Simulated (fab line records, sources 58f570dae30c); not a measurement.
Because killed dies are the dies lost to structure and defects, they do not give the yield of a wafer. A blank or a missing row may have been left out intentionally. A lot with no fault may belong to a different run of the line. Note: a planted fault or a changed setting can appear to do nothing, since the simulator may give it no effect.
Split-lot trial + flow berkeley_cmos170 + 27 wafers read across 5 lots, on a route 331 steps long

## ON THE SPLIT
At UCB170_V1_ETCH_14 (etches SiO2 in CHF3/CF4/Ar, stops on Al, target depth 1250 nm, time 291 s), the setting time_s was moved away from the recipe's 291 s on 9 of the 27 wafers read, by -33.9% to +33.7%. This setting was run at the recipe's value on the other wafers.

Reading taken at the split's own step.

## THE READING
KrF_of_V1_COAT_07.thk_nm (the simulator's own value, which no gauge read), in nm, at UCB170_V1_ETCH_14 (etches SiO2 in CHF3/CF4/Ar, stops on Al, target depth 1250 nm, time 291 s). There is no usual value for it anywhere in the file. Here, 18 wafers ran the recipe; their average is 609.4 nm with a standard deviation of 6.4 nm.

| wafer  | tool, chamber at the split | time_s as run, s | against the recipe | KrF_of_V1_COAT_07.thk_nm, nm | against lot-mates on the recipe |
|--------|----------------------------|------------------|--------------------|------------------------------|---------------------------------|
| L075.1 | rie_diel-01, 1             | 380.9            | +30.9%             | 520.9                        | -86.1                           |
| L075.2 | rie_diel-01, 2             | 291              | recipe             | 613.1                        | -                               |
| L075.3 | rie_diel-01, 3             | 291              | recipe             | 603.2                        | -                               |
| L075.4 | rie_diel-01, 0             | 291              | recipe             | 604.8                        | -                               |
| L075.5 | rie_diel-01, 0             | 380.9            | +30.9%             | 516.4                        | -90.6                           |
| L075.6 | rie_diel-01, 3             | 380.9            | +30.9%             | 513.5                        | -93.5                           |
| L076.1 | rie_diel-04, 3             | 291              | recipe             | 602.5                        | -                               |
| L076.2 | rie_diel-04, 1             | 291              | recipe             | 610.6                        | -                               |
| L076.3 | rie_diel-04, 2             | 291              | recipe             | 602.8                        | -                               |
| L076.4 | rie_diel-04, 0             | 389              | +33.7%             | 524.9                        | -80.4                           |
| L076.5 | rie_diel-04, 3             | 389              | +33.7%             | 506.3                        | -99.0                           |
| L076.6 | rie_diel-04, 0             | 389              | +33.7%             | 525.6                        | -79.7                           |
| L081.2 | rie_diel-03, 2             | 291              | recipe             | 622.7                        | -                               |
| L081.3 | rie_diel-03, 0             | 291              | recipe             | 615.3                        | -                               |
| L081.5 | rie_diel-03, 0             | 291              | recipe             | 616.7                        | -                               |
| L083.1 | rie_diel-03, 0             | 291              | recipe             | 612.4                        | -                               |
| L083.2 | rie_diel-03, 2             | 291              | recipe             | 618.3                        | -                               |
| L083.3 | rie_diel-03, 1             | 291              | recipe             | 602.1                        | -                               |
| L083.4 | rie_diel-03, 1             | 291              | recipe             | 607.5                        | -                               |
| L083.5 | rie_diel-03, 2             | 291              | recipe             | 613.8                        | -                               |
| L083.6 | rie_diel-03, 0             | 291              | recipe             | 609.9                        | -                               |
| L082.1 | rie_diel-01, 2             | 291              | recipe             | 610.9                        | -                               |
| L082.2 | rie_diel-01, 0             | 192.4            | -33.9%             | 691.7                        | +87.1                           |
| L082.3 | rie_diel-01, 3             | 291              | recipe             | 599.9                        | -                               |
| L082.4 | rie_diel-01, 1             | 192.4            | -33.9%             | 696.8                        | +92.2                           |
| L082.5 | rie_diel-01, 3             | 291              | recipe             | 603.1                        | -                               |
| L082.6 | rie_diel-01, 2             | 192.4            | -33.9%             | 704.8                        | +100.2                          |

THE FIT
A straight line over all 27 wafers: KrF_of_V1_COAT_07.thk_nm changes by -2.74 nm for each +1% of time_s; r = -0.99; the points scatter about the line by 7.2 nm.
The same after taking each lot's own level away (the mean of its wafers on the recipe; 27 wafers): -2.73 nm for each +1%; r = -0.99; scatter 6 nm.
That fit puts the effect of the largest move of time_s on the reading at 93 nm.
Across the lots, their own levels run from 604.63 to 618.23 nm, a range of 2.1 times the standard deviation given above.
The two slopes are in agreement: the lot-to-lot level therefore moves the slope only a little.
Check: with one of the wafers moved furthest among these (-33.9%) left out of the fit, the line predicts +94 nm for it against its lot-mates. Against them it came out at +87.1 nm.

## ADDITIONAL SPLITS CARRIED BY THESE WAFERS
Note: prior to the reading, these wafers also went through further splits. Each is held against what the fit with the lots' levels taken away leaves over:
| other split on the same wafers        | wafers away from the commonest value | r with KrF_of_V1_COAT_07.thk_nm (lot level and that fit taken away) |
|---------------------------------------|--------------------------------------|---------------------------------------------------------------------|
| UCB170_NWELL_OXIDATION_01 ox_time_s   | 18                                   | +0.07                                                               |
| UCB170_PWELL_CVD_05 time_s            | 18                                   | +0.19                                                               |
| UCB170_PLDD_DEVELOP_05 develop_time_s | 12                                   | -0.05                                                               |
| UCB170_M1_SPUTTER_00 time_s           | 6                                    | -0.10                                                               |

## THE WHOLE CHAIN: every reading that the file lists as answering this split, in the file's order
| step               | what it does                                                              | reading                                                                   | change (the file's fit)              | r (the file's) |
|--------------------|---------------------------------------------------------------------------|---------------------------------------------------------------------------|--------------------------------------|----------------|
| UCB170_V1_ETCH_14  | etches SiO2 in CHF3/CF4/Ar, stops on Al, target depth 1250 nm, time 291 s | KrF_of_V1_COAT_07.thk_nm (the simulator's own value, which no gauge read) | -2.73 nm for each +1% of the setting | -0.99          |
| UCB170_V1_STRIP_15 | strips in O2                                                              | strip_time_to_endpoint_s                                                  | withheld for each +1% of the setting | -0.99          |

## FILE'S OWN FIT
KrF_of_V1_COAT_07.thk_nm changes by -2.73 nm for each +1% of time_s, r = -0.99.
